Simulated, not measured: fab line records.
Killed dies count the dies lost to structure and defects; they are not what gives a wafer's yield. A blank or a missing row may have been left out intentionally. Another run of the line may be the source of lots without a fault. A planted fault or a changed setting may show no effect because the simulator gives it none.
Tool commonality check / flow rit cmos / 14 lots and 48 wafers in the sample

WHAT PROMPTED THE OPENING
RIT_ACTIVE_THK_MEAS_04, reading ACTIVE_NITRIDE_THK: flagged on 2 of 14 lots. Fault-free wafers read 149.5 nm, with a standard deviation of 1.4.
Rule: a lot is flagged when every wafer of it that has a number lies more than 4 standard deviations from that mean, or none has a number. The rest of the lots are taken to be sound.

lot=L762; measured=day 1 14:16; on=film metro-04; ACTIVE_NITRIDE_THK (nm), wafer by wafer=149.6 148.6 149.1; flag=
lot=L763; measured=day 1 20:07; on=film metro-02; ACTIVE_NITRIDE_THK (nm), wafer by wafer=148.6 148.8 149.3; flag=
lot=L765; measured=day 2 07:20; on=film metro-02; ACTIVE_NITRIDE_THK (nm), wafer by wafer=152.1 150.5 151.2; flag=
lot=L766; measured=day 2 09:32; on=film metro-04; ACTIVE_NITRIDE_THK (nm), wafer by wafer=150.0 150.7 150.2; flag=
lot=L767; measured=day 2 15:38; on=film metro-02; ACTIVE_NITRIDE_THK (nm), wafer by wafer=150.8 153.8 151.8; flag=
lot=L768; measured=day 2 20:36; on=film metro-02; ACTIVE_NITRIDE_THK (nm), wafer by wafer=204.1 204.2 204.7 204.2 204.5 204.8; flag=FLAGGED
lot=L770; measured=day 3 07:33; on=film metro-04; ACTIVE_NITRIDE_THK (nm), wafer by wafer=202.9 204.2 204.6 203.1 204.4 204.4; flag=FLAGGED
lot=L774; measured=day 4 01:36; on=film metro-03; ACTIVE_NITRIDE_THK (nm), wafer by wafer=146.7 147.2 149.1; flag=
lot=L776; measured=day 4 12:14; on=film metro-02; ACTIVE_NITRIDE_THK (nm), wafer by wafer=149.5 148.3 147.7; flag=
lot=L781; measured=day 5 12:32; on=film metro-04; ACTIVE_NITRIDE_THK (nm), wafer by wafer=149.2 148.0 149.2; flag=
lot=L782; measured=day 5 18:59; on=film metro-02; ACTIVE_NITRIDE_THK (nm), wafer by wafer=150.6 149.8 150.7; flag=
lot=L783; measured=day 5 22:45; on=film metro-02; ACTIVE_NITRIDE_THK (nm), wafer by wafer=148.8 149.2 150.0; flag=
lot=L784; measured=day 6 03:44; on=film metro-03; ACTIVE_NITRIDE_THK (nm), wafer by wafer=151.8 150.8 150.6; flag=
lot=L785; measured=day 6 08:33; on=film metro-03; ACTIVE_NITRIDE_THK (nm), wafer by wafer=150.5 150.7 150.7; flag=
Average over the flagged lots: 204.2 nm; offset from the usual +54.7 nm, equal to +39 standard deviations.

WHICH TOOL RAN EACH LOT
The record holds 1 process step before the reading, out of a route of 202 steps. Each cell gives the tool, then ch followed by the chambers the sampled wafers passed through, then the start.
lot=L762; flag=; RIT_ACTIVE_CVD_03=lpcvd-02 ch 1, day 1 12:07
lot=L763; flag=; RIT_ACTIVE_CVD_03=lpcvd-02 ch 0, day 1 17:59
lot=L765; flag=; RIT_ACTIVE_CVD_03=lpcvd-02 ch 0, day 2 05:13
lot=L766; flag=; RIT_ACTIVE_CVD_03=lpcvd-01 ch 1, day 2 08:07
lot=L767; flag=; RIT_ACTIVE_CVD_03=lpcvd-02 ch 1, day 2 13:31
lot=L768; flag=FLAGGED; RIT_ACTIVE_CVD_03=lpcvd-02 ch 1, day 2 18:27
lot=L770; flag=FLAGGED; RIT_ACTIVE_CVD_03=lpcvd-02 ch 0, day 3 05:26
lot=L774; flag=; RIT_ACTIVE_CVD_03=lpcvd-01 ch 1, day 4 00:10
lot=L776; flag=; RIT_ACTIVE_CVD_03=lpcvd-01 ch 0, day 4 10:07
lot=L781; flag=; RIT_ACTIVE_CVD_03=lpcvd-01 ch 0, day 5 11:07
lot=L782; flag=; RIT_ACTIVE_CVD_03=lpcvd-01 ch 0, day 5 17:34
lot=L783; flag=; RIT_ACTIVE_CVD_03=lpcvd-01 ch 0, day 5 21:18
lot=L784; flag=; RIT_ACTIVE_CVD_03=lpcvd-01 ch 1, day 6 02:19
lot=L785; flag=; RIT_ACTIVE_CVD_03=lpcvd-01 ch 1, day 6 07:07
What these steps do:
- RIT_ACTIVE_CVD_03: deposits Si3N4 from SiH2Cl2/NH3, target thk 150 nm, time 1500 s.
- RIT_ACTIVE_THK_MEAS_04

FLAGGED OVER TOTAL, TOOL BY TOOL (the gauges that took the reading come last)
step=RIT_ACTIVE_CVD_03; tool=lpcvd-01; lots run=8; flagged=0; share of the flagged lots=none; sound lots run after its first flagged lot=-
step=RIT_ACTIVE_CVD_03; tool=lpcvd-02; lots run=6; flagged=2; share of the flagged lots=all; sound lots run after its first flagged lot=0
step=RIT_ACTIVE_THK_MEAS_04; tool=film metro-02; lots run=7; flagged=1; share of the flagged lots=some; sound lots run after its first flagged lot=3 (L776,L782,L783)
step=RIT_ACTIVE_THK_MEAS_04; tool=film metro-03; lots run=3; flagged=0; share of the flagged lots=none; sound lots run after its first flagged lot=-
step=RIT_ACTIVE_THK_MEAS_04; tool=film metro-04; lots run=4; flagged=1; share of the flagged lots=some; sound lots run after its first flagged lot=1 (L781)

WHAT THE TABLE ALLOWS
Rows of the table that ran each flagged lot: 1, that is lpcvd-02 at RIT_ACTIVE_CVD_03.
- lpcvd-02 at RIT_ACTIVE_CVD_03 ran 6 lots, 2 of them flagged. Last sound lot L767 at day 2 13:31, first flagged lot L768 at day 2 18:27; a fault beginning in between fits.
What remains is a single tool, lpcvd-02 at RIT_ACTIVE_CVD_03.

WHAT WAS PUT IN BY THE SIMULATOR
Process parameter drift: lpcvd-02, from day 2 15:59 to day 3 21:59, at RIT_ACTIVE_CVD_03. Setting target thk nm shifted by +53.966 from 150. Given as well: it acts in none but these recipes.
Shown lots that were struck: L768, L770. The rule above found the same.
